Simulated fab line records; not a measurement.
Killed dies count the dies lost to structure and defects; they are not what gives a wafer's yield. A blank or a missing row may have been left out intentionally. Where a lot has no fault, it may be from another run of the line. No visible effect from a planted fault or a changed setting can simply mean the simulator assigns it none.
fab line records || flow rit-cmos
[record] {"lots": 6, "wafers": 18, "last-day": 7}
route steps=202 shown ACTIVE@5 M1@202
lots that met no fault: taken from a fault-free run of the same line
start-h: the number of hours between the record's first day and the start of the first shown wafer of the lot || wait-h: hours since the lot's step before || " unchanged from the row above || L1.1+2: several wafers, shown together as one row || - value missing, or start not given || * or withheld: withheld || < > ~ a bound
route shown NAME@n: names a module that has steps shown in the file, with the first one's number in the route || usual: mean/standard deviation of fault-free wafers || same: alike in all rows || chamber/n: place in a boat || sites: the reading at each site || _std_site: standard deviation across them || _edge_site: inner sites' mean taken away from outer sites' mean || radius-mm: for every site, how far away it sits from the centre of the wafer || mask NAME#n: copy n || behind: the tool/chamber that last shaped the wafer || hold: why the lot was held/for how many hours/how that ended || device: the transistor (n, p or np) that didn't switch || end of line: the tests these same wafers got at the end of their route || a step given without rows: its recipe and nothing more || killed: not the wafer's yield, but the dies lost to structure and defects at the first sort || map: per-die view of a wafer (x killed, . not killed, _ where there is no die)
set.NAME: the setting the step ran with; set.NAME@STEP: the setting that earlier step ran with || model.NAME: the simulator's own value behind a step, which no gauge read
a table for each step, a row for each wafer; lots at some steps of the route
services: the hour from which a tool's chamber was out of use, counted from the record's first day as start-h (under 0 if before that day), plus the number of hours and why
[[steps]]
[step RIT_ACTIVE_THK_MEAS_04]
[recipe] {"reads": "Si3N4_of_ACTIVE_CVD_03"}
[usual] {"ACTIVE_NITRIDE_THK": "150.4/1.4"}
{"lot.wafer": "L353.1", "tool": "film-metro-02", "chamber": "-", "start-h": 13.53, "wait-h": 0.0, "ACTIVE_NITRIDE_THK[nm]": 149.3}
{"lot.wafer": "L353.3", "tool": "film-metro-02", "chamber": "-", "start-h": 13.53, "wait-h": 0.0, "ACTIVE_NITRIDE_THK[nm]": 149.3}
{"lot.wafer": "L353.6", "tool": "film-metro-02", "chamber": "-", "start-h": 13.53, "wait-h": 0.0, "ACTIVE_NITRIDE_THK[nm]": 148.8}
{"lot.wafer": "L357.2", "tool": "film-metro-04", "chamber": "-", "start-h": 33.54, "wait-h": 0.0, "ACTIVE_NITRIDE_THK[nm]": 150.8}
{"lot.wafer": "L357.3", "tool": "film-metro-04", "chamber": "-", "start-h": 33.54, "wait-h": 0.0, "ACTIVE_NITRIDE_THK[nm]": 149.9}
{"lot.wafer": "L357.4", "tool": "film-metro-04", "chamber": "-", "start-h": 33.54, "wait-h": 0.0, "ACTIVE_NITRIDE_THK[nm]": 150.3}
{"lot.wafer": "L361.2", "tool": "film-metro-01", "chamber": "-", "start-h": 53.54, "wait-h": 0.0, "ACTIVE_NITRIDE_THK[nm]": 150.7}
{"lot.wafer": "L361.4", "tool": "film-metro-01", "chamber": "-", "start-h": 53.54, "wait-h": 0.0, "ACTIVE_NITRIDE_THK[nm]": 150.4}
{"lot.wafer": "L361.6", "tool": "film-metro-01", "chamber": "-", "start-h": 53.54, "wait-h": 0.0, "ACTIVE_NITRIDE_THK[nm]": 150.7}
{"lot.wafer": "L368.4", "tool": "film-metro-01", "chamber": "-", "start-h": 88.56, "wait-h": 0.0, "ACTIVE_NITRIDE_THK[nm]": 148.5}
{"lot.wafer": "L368.5", "tool": "film-metro-01", "chamber": "-", "start-h": 88.56, "wait-h": 0.0, "ACTIVE_NITRIDE_THK[nm]": 147.5}
{"lot.wafer": "L368.6", "tool": "film-metro-01", "chamber": "-", "start-h": 88.56, "wait-h": 0.0, "ACTIVE_NITRIDE_THK[nm]": 149.1}
{"lot.wafer": "L370.1", "tool": "film-metro-04", "chamber": "-", "start-h": 99.07, "wait-h": 0.0, "ACTIVE_NITRIDE_THK[nm]": 151.4}
{"lot.wafer": "L370.2", "tool": "film-metro-04", "chamber": "-", "start-h": 99.07, "wait-h": 0.0, "ACTIVE_NITRIDE_THK[nm]": 151.2}
{"lot.wafer": "L370.6", "tool": "film-metro-04", "chamber": "-", "start-h": 99.07, "wait-h": 0.0, "ACTIVE_NITRIDE_THK[nm]": 151.6}
{"lot.wafer": "L376.1", "tool": "film-metro-04", "chamber": "-", "start-h": 128.53, "wait-h": 0.0, "ACTIVE_NITRIDE_THK[nm]": 154.0}
{"lot.wafer": "L376.2", "tool": "film-metro-04", "chamber": "-", "start-h": 128.53, "wait-h": 0.0, "ACTIVE_NITRIDE_THK[nm]": 151.0}
{"lot.wafer": "L376.6", "tool": "film-metro-04", "chamber": "-", "start-h": 128.53, "wait-h": 0.0, "ACTIVE_NITRIDE_THK[nm]": 150.8}
[step RIT_ACTIVE_HMDS_05]
[recipe] {"prime-time-s": 60, "prime-temp-c": 140}
[step RIT_ACTIVE_COAT_06]
[recipe] {"resist": "NOVOLAK", "spin-rpm": 3250, "resist-thk-nm": 1000}
[step RIT_ACTIVE_SOFTBAKE_07]
[recipe] {"resist": "NOVOLAK", "temp-c": 90, "time-s": 60}
[step RIT_ACTIVE_EXPOSE_08]
[recipe] {"mask-id": "M1", "na": 0.6, "source-shape": "conventional", "sigma-outer": 0.6, "target-cd-nm": 1400, "dose-mj": 225}
[step RIT_ACTIVE_PEB_09]
[recipe] {"resist": "NOVOLAK", "temp-c": "withheld", "time-s": "withheld"}
[step RIT_ACTIVE_DEVELOP_10]
[recipe] {"resist": "NOVOLAK", "develop-time-s": 50, "dev-temp-c": 23}
[step RIT_ACTIVE_CD_MEAS_11]
[recipe] {"target-cd-nm": 1400}
[usual] {"cd-nm": "1400.0/2.2"}
{"lot.wafer": "L353.1", "tool": "cd-sem-02", "chamber": "-", "start-h": 14.44, "wait-h": "-", "cd-nm": 1403.1}
{"lot.wafer": "L353.3", "tool": "cd-sem-02", "chamber": "-", "start-h": 14.44, "wait-h": "-", "cd-nm": 1401.0}
{"lot.wafer": "L353.6", "tool": "cd-sem-02", "chamber": "-", "start-h": 14.44, "wait-h": "-", "cd-nm": 1402.4}
{"lot.wafer": "L357.2", "tool": "cd-sem-01", "chamber": "-", "start-h": 34.46, "wait-h": "-", "cd-nm": 1398.4}
{"lot.wafer": "L357.3", "tool": "cd-sem-01", "chamber": "-", "start-h": 34.46, "wait-h": "-", "cd-nm": 1398.0}
{"lot.wafer": "L357.4", "tool": "cd-sem-01", "chamber": "-", "start-h": 34.46, "wait-h": "-", "cd-nm": 1397.7}
{"lot.wafer": "L361.2", "tool": "cd-sem-01", "chamber": "-", "start-h": 54.58, "wait-h": "-", "cd-nm": 1399.1}
{"lot.wafer": "L361.4", "tool": "cd-sem-01", "chamber": "-", "start-h": 54.58, "wait-h": "-", "cd-nm": 1399.2}
{"lot.wafer": "L361.6", "tool": "cd-sem-01", "chamber": "-", "start-h": 54.58, "wait-h": "-", "cd-nm": 1399.5}
{"lot.wafer": "L368.4", "tool": "cd-sem-02", "chamber": "-", "start-h": 89.50, "wait-h": "-", "cd-nm": 1399.3}
{"lot.wafer": "L368.5", "tool": "cd-sem-02", "chamber": "-", "start-h": 89.50, "wait-h": "-", "cd-nm": 1400.4}
{"lot.wafer": "L368.6", "tool": "cd-sem-02", "chamber": "-", "start-h": 89.50, "wait-h": "-", "cd-nm": 1402.0}
{"lot.wafer": "L370.1", "tool": "cd-sem-02", "chamber": "-", "start-h": 100.10, "wait-h": "-", "cd-nm": 1400.2}
{"lot.wafer": "L370.2", "tool": "cd-sem-02", "chamber": "-", "start-h": 100.10, "wait-h": "-", "cd-nm": 1396.5}
{"lot.wafer": "L370.6", "tool": "cd-sem-02", "chamber": "-", "start-h": 100.10, "wait-h": "-", "cd-nm": 1399.1}
{"lot.wafer": "L376.1", "tool": "cd-sem-01", "chamber": "-", "start-h": 129.44, "wait-h": "-", "cd-nm": 1403.7}
{"lot.wafer": "L376.2", "tool": "cd-sem-01", "chamber": "-", "start-h": 129.44, "wait-h": "-", "cd-nm": 1402.8}
{"lot.wafer": "L376.6", "tool": "cd-sem-01", "chamber": "-", "start-h": 129.44, "wait-h": "-", "cd-nm": 1402.2}
[step RIT_ACTIVE_HARDBAKE_12]
[recipe] {"resist": "NOVOLAK", "temp-c": 140, "time-s": 60}
[step RIT_ACTIVE_ETCH_13]
[recipe] {"stop-on": "SiO2", "chemistry": "SF6", "target": "Si3N4", "time-s": 210, "over-etch-frac": 0.4, "SF6_flow_sccm": 200, "pressure-mtorr": 260, "rf-w": 125, "target-depth-a": 2100}
[usual] {"drypump-motor-current-A": "5.8/0.47", "oes-product-au": "0.814/0.011", "throttle-valve-pct": "7.42/0.085"}
{"lot.wafer": "L353.1", "tool": "rie-diel-03", "chamber": 2, "start-h": 14.71, "wait-h": 0.1, "drypump-motor-current-A": 5.8, "oes-product-au": 0.820, "rf-hours-counter-h": 23, "throttle-valve-pct": 7.34}
{"lot.wafer": "L353.3", "tool": "rie-diel-03", "chamber": 1, "start-h": 14.71, "wait-h": 0.1, "drypump-motor-current-A": 6.6, "oes-product-au": 0.813, "rf-hours-counter-h": 4, "throttle-valve-pct": 7.33}
{"lot.wafer": "L353.6", "tool": "rie-diel-03", "chamber": 3, "start-h": 14.71, "wait-h": 0.1, "drypump-motor-current-A": 5.7, "oes-product-au": 0.805, "rf-hours-counter-h": "-", "throttle-valve-pct": 7.48}
{"lot.wafer": "L357.2", "tool": "rie-diel-01", "chamber": 3, "start-h": 34.71, "wait-h": 0.1, "drypump-motor-current-A": 6.1, "oes-product-au": 0.815, "rf-hours-counter-h": 119, "throttle-valve-pct": 7.43}
{"lot.wafer": "L357.3", "tool": "rie-diel-01", "chamber": 0, "start-h": 34.71, "wait-h": 0.1, "drypump-motor-current-A": 6.2, "oes-product-au": 0.803, "rf-hours-counter-h": 147, "throttle-valve-pct": 7.63}
{"lot.wafer": "L357.4", "tool": "rie-diel-01", "chamber": 1, "start-h": 34.71, "wait-h": 0.1, "drypump-motor-current-A": 5.2, "oes-product-au": 0.826, "rf-hours-counter-h": 26, "throttle-valve-pct": 7.34}
{"lot.wafer": "L361.2", "tool": "rie-diel-02", "chamber": 2, "start-h": 54.83, "wait-h": 0.1, "drypump-motor-current-A": 5.4, "oes-product-au": 0.823, "rf-hours-counter-h": 23, "throttle-valve-pct": 7.46}
{"lot.wafer": "L361.4", "tool": "rie-diel-02", "chamber": 1, "start-h": 54.83, "wait-h": 0.1, "drypump-motor-current-A": 4.9, "oes-product-au": 0.830, "rf-hours-counter-h": 73, "throttle-valve-pct": 7.44}
{"lot.wafer": "L361.6", "tool": "rie-diel-02", "chamber": 1, "start-h": 54.83, "wait-h": 0.1, "drypump-motor-current-A": 4.9, "oes-product-au": 0.830, "rf-hours-counter-h": "-", "throttle-valve-pct": 7.44}
{"lot.wafer": "L368.4", "tool": "rie-diel-01", "chamber": 0, "start-h": 89.71, "wait-h": 0.1, "drypump-motor-current-A": 6.2, "oes-product-au": 0.793, "rf-hours-counter-h": 148, "throttle-valve-pct": 7.62}
{"lot.wafer": "L368.5", "tool": "rie-diel-01", "chamber": 2, "start-h": 89.71, "wait-h": 0.1, "drypump-motor-current-A": 5.7, "oes-product-au": 0.812, "rf-hours-counter-h": "-", "throttle-valve-pct": 7.36}
{"lot.wafer": "L368.6", "tool": "rie-diel-01", "chamber": 1, "start-h": 89.71, "wait-h": 0.1, "drypump-motor-current-A": 5.3, "oes-product-au": 0.821, "rf-hours-counter-h": "-", "throttle-valve-pct": 7.33}
{"lot.wafer": "L370.1", "tool": "rie-diel-02", "chamber": 1, "start-h": 100.37, "wait-h": 0.1, "drypump-motor-current-A": 4.9, "oes-product-au": 0.834, "rf-hours-counter-h": 74, "throttle-valve-pct": 7.42}
{"lot.wafer": "L370.2", "tool": "rie-diel-02", "chamber": 2, "start-h": 100.37, "wait-h": 0.1, "drypump-motor-current-A": 5.4, "oes-product-au": 0.823, "rf-hours-counter-h": 24, "throttle-valve-pct": 7.48}
{"lot.wafer": "L370.6", "tool": "rie-diel-02", "chamber": 0, "start-h": 100.37, "wait-h": 0.1, "drypump-motor-current-A": 5.4, "oes-product-au": 0.796, "rf-hours-counter-h": "-", "throttle-valve-pct": 7.34}
{"lot.wafer": "L376.1", "tool": "rie-diel-03", "chamber": 0, "start-h": 129.71, "wait-h": 0.1, "drypump-motor-current-A": 6.2, "oes-product-au": 0.834, "rf-hours-counter-h": 7, "throttle-valve-pct": 7.44}
{"lot.wafer": "L376.2", "tool": "rie-diel-03", "chamber": 1, "start-h": 129.71, "wait-h": 0.1, "drypump-motor-current-A": 6.6, "oes-product-au": 0.815, "rf-hours-counter-h": 6, "throttle-valve-pct": 7.33}
{"lot.wafer": "L376.6", "tool": "rie-diel-03", "chamber": 2, "start-h": 129.71, "wait-h": 0.1, "drypump-motor-current-A": 5.8, "oes-product-au": 0.818, "rf-hours-counter-h": "-", "throttle-valve-pct": 7.35}
[step RIT_ACTIVE_STRIP_14]
[recipe] {"chemistry": "O2", "time-s": 180, "resist": "NOVOLAK", "platen-temp-c": "withheld", "power-w": 500, "pressure-mtorr": 4000, "o2-flow-sccm": 4000}
[usual] {"drypump-motor-current-A": "5.5/0.43"}
{"lot.wafer": "L353.1", "tool": "plasma-asher-03", "chamber": 1, "start-h": 14.84, "wait-h": 0.1, "drypump-motor-current-A": 5.8, "rf-hours-counter-h": 23}
{"lot.wafer": "L353.3", "tool": "plasma-asher-03", "chamber": 0, "start-h": 14.84, "wait-h": 0.1, "drypump-motor-current-A": 6.2, "rf-hours-counter-h": "-"}
{"lot.wafer": "L353.6", "tool": "plasma-asher-03", "chamber": 1, "start-h": 14.84, "wait-h": 0.1, "drypump-motor-current-A": 5.7, "rf-hours-counter-h": "-"}
{"lot.wafer": "L357.2", "tool": "plasma-asher-03", "chamber": 1, "start-h": 34.84, "wait-h": 0.1, "drypump-motor-current-A": 5.7, "rf-hours-counter-h": 25}
{"lot.wafer": "L357.3", "tool": "plasma-asher-03", "chamber": 0, "start-h": 34.84, "wait-h": 0.1, "drypump-motor-current-A": 6.1, "rf-hours-counter-h": "-"}
{"lot.wafer": "L357.4", "tool": "plasma-asher-03", "chamber": 1, "start-h": 34.84, "wait-h": 0.1, "drypump-motor-current-A": 5.7, "rf-hours-counter-h": "-"}
{"lot.wafer": "L361.2", "tool": "plasma-asher-02", "chamber": 0, "start-h": 54.97, "wait-h": 0.1, "drypump-motor-current-A": 5.5, "rf-hours-counter-h": 42}
{"lot.wafer": "L361.4", "tool": "plasma-asher-02", "chamber": 1, "start-h": 54.97, "wait-h": 0.1, "drypump-motor-current-A": 5.1, "rf-hours-counter-h": "-"}
{"lot.wafer": "L361.6", "tool": "plasma-asher-02", "chamber": 1, "start-h": 54.97, "wait-h": 0.1, "drypump-motor-current-A": 5.1, "rf-hours-counter-h": "-"}
{"lot.wafer": "L368.4", "tool": "plasma-asher-02", "chamber": 1, "start-h": 89.90, "wait-h": 0.1, "drypump-motor-current-A": 5.1, "rf-hours-counter-h": "-"}
{"lot.wafer": "L368.5", "tool": "plasma-asher-02", "chamber": 0, "start-h": 89.90, "wait-h": 0.1, "drypump-motor-current-A": 5.5, "rf-hours-counter-h": "-"}
{"lot.wafer": "L368.6", "tool": "plasma-asher-02", "chamber": 1, "start-h": 89.90, "wait-h": 0.1, "drypump-motor-current-A": 5.1, "rf-hours-counter-h": "-"}
{"lot.wafer": "L370.1", "tool": "plasma-asher-02", "chamber": 1, "start-h": 100.51, "wait-h": 0.1, "drypump-motor-current-A": 5.1, "rf-hours-counter-h": 47}
{"lot.wafer": "L370.2", "tool": "plasma-asher-02", "chamber": 0, "start-h": 100.51, "wait-h": 0.1, "drypump-motor-current-A": 5.5, "rf-hours-counter-h": 47}
{"lot.wafer": "L370.6", "tool": "plasma-asher-02", "chamber": 0, "start-h": 100.51, "wait-h": 0.1, "drypump-motor-current-A": 5.5, "rf-hours-counter-h": "-"}
{"lot.wafer": "L376.1", "tool": "plasma-asher-04", "chamber": 0, "start-h": 129.84, "wait-h": 0.1, "drypump-motor-current-A": 5.0, "rf-hours-counter-h": 49}
{"lot.wafer": "L376.2", "tool": "plasma-asher-04", "chamber": 1, "start-h": 129.84, "wait-h": 0.1, "drypump-motor-current-A": 4.9, "rf-hours-counter-h": 49}
{"lot.wafer": "L376.6", "tool": "plasma-asher-04", "chamber": 0, "start-h": 129.84, "wait-h": 0.1, "drypump-motor-current-A": 5.0, "rf-hours-counter-h": "-"}
[step RIT_ACTIVE_CD_MEAS_90]
[recipe] {"target-cd-nm": 1400}
[usual] {"cd-nm": "1400.0/2.2"}
{"lot.wafer": "L353.1", "tool": "cd-sem-02", "chamber": "-", "start-h": 15.02, "wait-h": 0.1, "cd-nm": 1402.6}
{"lot.wafer": "L353.3", "tool": "cd-sem-02", "chamber": "-", "start-h": 15.02, "wait-h": 0.1, "cd-nm": 1400.9}
{"lot.wafer": "L353.6", "tool": "cd-sem-02", "chamber": "-", "start-h": 15.02, "wait-h": 0.1, "cd-nm": 1403.1}
{"lot.wafer": "L357.2", "tool": "cd-sem-01", "chamber": "-", "start-h": 35.04, "wait-h": 0.1, "cd-nm": 1398.4}
{"lot.wafer": "L357.3", "tool": "cd-sem-01", "chamber": "-", "start-h": 35.04, "wait-h": 0.1, "cd-nm": 1398.0}
{"lot.wafer": "L357.4", "tool": "cd-sem-01", "chamber": "-", "start-h": 35.04, "wait-h": 0.1, "cd-nm": 1397.9}
{"lot.wafer": "L361.2", "tool": "cd-sem-02", "chamber": "-", "start-h": 55.16, "wait-h": 0.1, "cd-nm": 1398.9}
{"lot.wafer": "L361.4", "tool": "cd-sem-02", "chamber": "-", "start-h": 55.16, "wait-h": 0.1, "cd-nm": 1399.4}
{"lot.wafer": "L361.6", "tool": "cd-sem-02", "chamber": "-", "start-h": 55.16, "wait-h": 0.1, "cd-nm": 1399.5}
{"lot.wafer": "L368.4", "tool": "cd-sem-01", "chamber": "-", "start-h": 90.08, "wait-h": 0.1, "cd-nm": 1399.4}
{"lot.wafer": "L368.5", "tool": "cd-sem-01", "chamber": "-", "start-h": 90.08, "wait-h": 0.1, "cd-nm": 1400.5}
{"lot.wafer": "L368.6", "tool": "cd-sem-01", "chamber": "-", "start-h": 90.08, "wait-h": 0.1, "cd-nm": 1402.5}
{"lot.wafer": "L370.1", "tool": "cd-sem-01", "chamber": "-", "start-h": 100.68, "wait-h": 0.1, "cd-nm": 1400.5}
{"lot.wafer": "L370.2", "tool": "cd-sem-01", "chamber": "-", "start-h": 100.68, "wait-h": 0.1, "cd-nm": 1396.7}
{"lot.wafer": "L370.6", "tool": "cd-sem-01", "chamber": "-", "start-h": 100.68, "wait-h": 0.1, "cd-nm": 1398.9}
{"lot.wafer": "L376.1", "tool": "cd-sem-02", "chamber": "-", "start-h": 130.02, "wait-h": 0.1, "cd-nm": 1403.7}
{"lot.wafer": "L376.2", "tool": "cd-sem-02", "chamber": "-", "start-h": 130.02, "wait-h": 0.1, "cd-nm": 1402.6}
{"lot.wafer": "L376.6", "tool": "cd-sem-02", "chamber": "-", "start-h": 130.02, "wait-h": 0.1, "cd-nm": 1402.5}
[step RIT_ACTIVE_CLEAN_15]
[recipe] {"chemistry": "SC1", "mix": "3:3:50", "time-s": 600, "temp-c": 75}
[usual] {"run-length-s": "627/3.3"}
{"lot.wafer": "L353.1", "tool": "wet-bench-01", "chamber": 0, "start-h": 15.14, "wait-h": 0.1, "run-length-s": 631}
{"lot.wafer": "L353.3", "tool": "wet-bench-01", "chamber": 0, "start-h": 15.14, "wait-h": 0.1, "run-length-s": 631}
{"lot.wafer": "L353.6", "tool": "wet-bench-01", "chamber": 0, "start-h": 15.14, "wait-h": 0.1, "run-length-s": 631}
{"lot.wafer": "L357.2", "tool": "wet-bench-03", "chamber": 1, "start-h": 35.14, "wait-h": 0.1, "run-length-s": 625}
{"lot.wafer": "L357.3", "tool": "wet-bench-03", "chamber": 1, "start-h": 35.14, "wait-h": 0.1, "run-length-s": 625}
{"lot.wafer": "L357.4", "tool": "wet-bench-03", "chamber": 1, "start-h": 35.14, "wait-h": 0.1, "run-length-s": 625}
{"lot.wafer": "L361.2", "tool": "wet-bench-01", "chamber": 0, "start-h": 55.26, "wait-h": 0.1, "run-length-s": 624}
{"lot.wafer": "L361.4", "tool": "wet-bench-01", "chamber": 0, "start-h": 55.26, "wait-h": 0.1, "run-length-s": 624}
{"lot.wafer": "L361.6", "tool": "wet-bench-01", "chamber": 0, "start-h": 55.26, "wait-h": 0.1, "run-length-s": 624}
{"lot.wafer": "L368.4", "tool": "wet-bench-03", "chamber": 3, "start-h": 90.14, "wait-h": 0.0, "run-length-s": 576}
{"lot.wafer": "L368.5", "tool": "wet-bench-03", "chamber": 3, "start-h": 90.14, "wait-h": 0.0, "run-length-s": 576}
{"lot.wafer": "L368.6", "tool": "wet-bench-03", "chamber": 3, "start-h": 90.14, "wait-h": 0.0, "run-length-s": 576}
{"lot.wafer": "L370.1", "tool": "wet-bench-03", "chamber": 3, "start-h": 100.80, "wait-h": 0.1, "run-length-s": 576}
{"lot.wafer": "L370.2", "tool": "wet-bench-03", "chamber": 3, "start-h": 100.80, "wait-h": 0.1, "run-length-s": 576}
{"lot.wafer": "L370.6", "tool": "wet-bench-03", "chamber": 3, "start-h": 100.80, "wait-h": 0.1, "run-length-s": 576}
{"lot.wafer": "L376.1", "tool": "wet-bench-01", "chamber": 2, "start-h": 130.14, "wait-h": 0.1, "run-length-s": 627}
{"lot.wafer": "L376.2", "tool": "wet-bench-01", "chamber": 2, "start-h": 130.14, "wait-h": 0.1, "run-length-s": 627}
{"lot.wafer": "L376.6", "tool": "wet-bench-01", "chamber": 2, "start-h": 130.14, "wait-h": 0.1, "run-length-s": 627}
[step RIT_ACTIVE_CLEAN_16]
[recipe] {"chemistry": "dHF", "dilution": "50:1", "time-s": 30}
[step RIT_M1_PROBE_99]
[usual] {"killed-at-contacts": "0.1/0.31", "killed-at-front-end": "7.1/2.8", "killed-dies": "7.2/2.8", "killed-open": "3.5/2", "killed-short": "3.7/1.9"}
[same] {"gross-dies": 264, "killed_at_M0_to_M3": 0, "killed_at_M4_up": 0, "killed-at-back-side": 0, "killed-at-other": 0}
{"lot.wafer": "L357.2", "tool": "prober-01", "chamber": "-", "start-h": 76.54, "wait-h": 0.1, "killed-at-contacts": 0, "killed-at-front-end": 8, "killed-dies": 8, "killed-open": 3, "killed-short": 5}
{"lot.wafer": "L357.3", "tool": "prober-01", "chamber": "-", "start-h": 76.59, "wait-h": 0.2, "killed-at-contacts": 0, "killed-at-front-end": 8, "killed-dies": 8, "killed-open": 6, "killed-short": 2}
{"lot.wafer": "L357.4", "tool": "prober-01", "chamber": "-", "start-h": 76.64, "wait-h": 0.2, "killed-at-contacts": 0, "killed-at-front-end": 8, "killed-dies": 8, "killed-open": 4, "killed-short": 4}
{"lot.wafer": "L368.4", "tool": "prober-02", "chamber": "-", "start-h": 138.63, "wait-h": 0.2, "killed-at-contacts": 0, "killed-at-front-end": 16, "killed-dies": 16, "killed-open": 9, "killed-short": 7}
{"lot.wafer": "L368.5", "tool": "prober-02", "chamber": "-", "start-h": 138.68, "wait-h": 0.2, "killed-at-contacts": 0, "killed-at-front-end": 8, "killed-dies": 8, "killed-open": 3, "killed-short": 4}
{"lot.wafer": "L368.6", "tool": "prober-02", "chamber": "-", "start-h": 138.73, "wait-h": 0.2, "killed-at-contacts": 0, "killed-at-front-end": 7, "killed-dies": 7, "killed-open": 4, "killed-short": 3}
{"lot.wafer": "L370.1", "tool": "prober-02", "chamber": "-", "start-h": 149.00, "wait-h": 0.1, "killed-at-contacts": 1, "killed-at-front-end": 3, "killed-dies": 4, "killed-open": 4, "killed-short": 0}
{"lot.wafer": "L370.2", "tool": "prober-02", "chamber": "-", "start-h": 149.05, "wait-h": 0.1, "killed-at-contacts": 0, "killed-at-front-end": 6, "killed-dies": 6, "killed-open": 5, "killed-short": 1}
{"lot.wafer": "L370.6", "tool": "prober-02", "chamber": "-", "start-h": 149.25, "wait-h": 0.2, "killed-at-contacts": 0, "killed-at-front-end": 6, "killed-dies": 6, "killed-open": 0, "killed-short": 6}
{"lot.wafer": "L376.1", "tool": "prober-02", "chamber": "-", "start-h": 179.02, "wait-h": 0.1, "killed-at-contacts": 0, "killed-at-front-end": 4, "killed-dies": 4, "killed-open": 2, "killed-short": 2}
{"lot.wafer": "L376.2", "tool": "prober-02", "chamber": "-", "start-h": 179.07, "wait-h": 0.1, "killed-at-contacts": 0, "killed-at-front-end": 6, "killed-dies": 6, "killed-open": 4, "killed-short": 2}
{"lot.wafer": "L376.6", "tool": "prober-02", "chamber": "-", "start-h": 179.27, "wait-h": 0.2, "killed-at-contacts": 0, "killed-at-front-end": 4, "killed-dies": 4, "killed-open": 2, "killed-short": 2}
// killed by level:class
L357.2 FOX2:geometric-particle:open=2 GATE:geometric-particle:short=2 REOX:geometric-particle:short=2 FOX2:geometric-particle:short=1 SPACER:geometric-particle:open=1
L357.3 FOX1:geometric-particle:open=2 GATE:geometric-particle:open=2 FOX1:geometric-particle:short=1 FOX2:geometric-particle:short=1 SPACER:geometric-particle:open=1 SILICIDE:geometric-particle:open=1
L357.4 FOX1:geometric-particle:open=2 FOX1:geometric-particle:short=2 GATE:geometric-particle:short=1 REOX:geometric-particle:open=1 SPACER:geometric-particle:open=1 SILICIDE:geometric-particle:short=1
L368.4 SPACER:geometric-particle:open=5 SILICIDE:geometric-particle:short=4 GATE:geometric-particle:short=2 SILICIDE:geometric-particle:open=2 FOX1:geometric-particle:open=1 GATE:geometric-particle:open=1 SPACER:geometric-particle:short=1
L368.5 GATE:geometric-particle:short=2 REOX:geometric-particle:open=2 REOX:geometric-particle:short=1 SPACER:geometric-particle:open=1 SPACER:geometric-particle:short=1 ACTIVE:coat-microbubble-printed=1
L368.6 GATE:geometric-particle:open=2 GATE:geometric-particle:short=2 FOX2:geometric-particle:open=1 REOX:geometric-particle:open=1 SPACER:geometric-particle:short=1
L370.1 GATE:geometric-particle:open=3 CONTACT:geometric-particle:open=1
L370.2 SPACER:geometric-particle:open=2 FOX1:geometric-particle:open=1 FOX2:geometric-particle:open=1 GATE:geometric-particle:short=1 REOX:geometric-particle:open=1
L370.6 FOX1:geometric-particle:short=2 SPACER:geometric-particle:short=2 GATE:geometric-particle:short=1 REOX:geometric-particle:short=1
L376.1 FOX1:geometric-particle:short=2 GATE:geometric-particle:open=1 SILICIDE:geometric-particle:open=1
L376.2 FOX1:geometric-particle:short=2 GATE:geometric-particle:open=2 REOX:geometric-particle:open=2
L376.6 GATE:geometric-particle:short=2 FOX1:geometric-particle:open=1 SILICIDE:geometric-particle:open=1
[[services]]
{"tool": "rie-diel-02", "chamber": 1, "start-h": -8.76, "hours": 4.3, "kind": "repair"}
{"tool": "rie-diel-01", "chamber": 2, "start-h": -4.74, "hours": 4.2, "kind": "repair"}
{"tool": "plasma-asher-03", "chamber": "-", "start-h": -3.08, "hours": 2.8, "kind": "pm"}
{"tool": "rie-diel-02", "chamber": 1, "start-h": 21.34, "hours": 2.6, "kind": "repair"}
{"tool": "rie-diel-01", "chamber": "-", "start-h": 51.72, "hours": 2.2, "kind": "repair"}
{"tool": "rie-diel-03", "chamber": "-", "start-h": 59.64, "hours": 14.6, "kind": "pm"}
{"tool": "rie-diel-03", "chamber": 0, "start-h": 90.94, "hours": 21.9, "kind": "repair"}
{"tool": "rie-diel-03", "chamber": 1, "start-h": 100.13, "hours": 4.4, "kind": "repair"}
{"tool": "rie-diel-02", "chamber": 3, "start-h": 105.79, "hours": 8.8, "kind": "repair"}
{"tool": "rie-diel-03", "chamber": 2, "start-h": 109.74, "hours": 5.4, "kind": "repair"}
{"tool": "rie-diel-03", "chamber": 0, "start-h": 113.59, "hours": 2.4, "kind": "repair"}
{"tool": "plasma-asher-02", "chamber": "-", "start-h": 119.68, "hours": 1.4, "kind": "repair"}
{"tool": "wet-bench-01", "chamber": "-", "start-h": 123.79, "hours": 3.6, "kind": "repair"}
[[key]]
[first-sign] {"step": "RIT_ACTIVE_CLEAN_15", "reading": "run-length-s", "direction": "down", "sigmas": 15, "usual": "*", "struck": "*"}
effect none on later readings
met-at RIT_ACTIVE_CLEAN_15
struck-wafers L368.4,L368.5,L368.6,L370.1,L370.2,L370.6
tester-left-out L368,L370
onset-between 35.14 90.14
[fault] {"kind": "process-parameter-drift", "tool": "wet-bench-03", "chamber": "-", "onset-h": 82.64, "steps": "RIT_ACTIVE_CLEAN_15", "channel": "time-s", "offset": "*", "shape": "step", "end-h": 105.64, "acts-in": "*", "stated": "*"}
// tester-left-out: of these lots the tester's yield and bins aren't shown, on N5 and GAA mostly nor the transistor test; their killed dies are dies lost to structure and defects alone, not to doping, threshold or leakage, so they don't give the yield
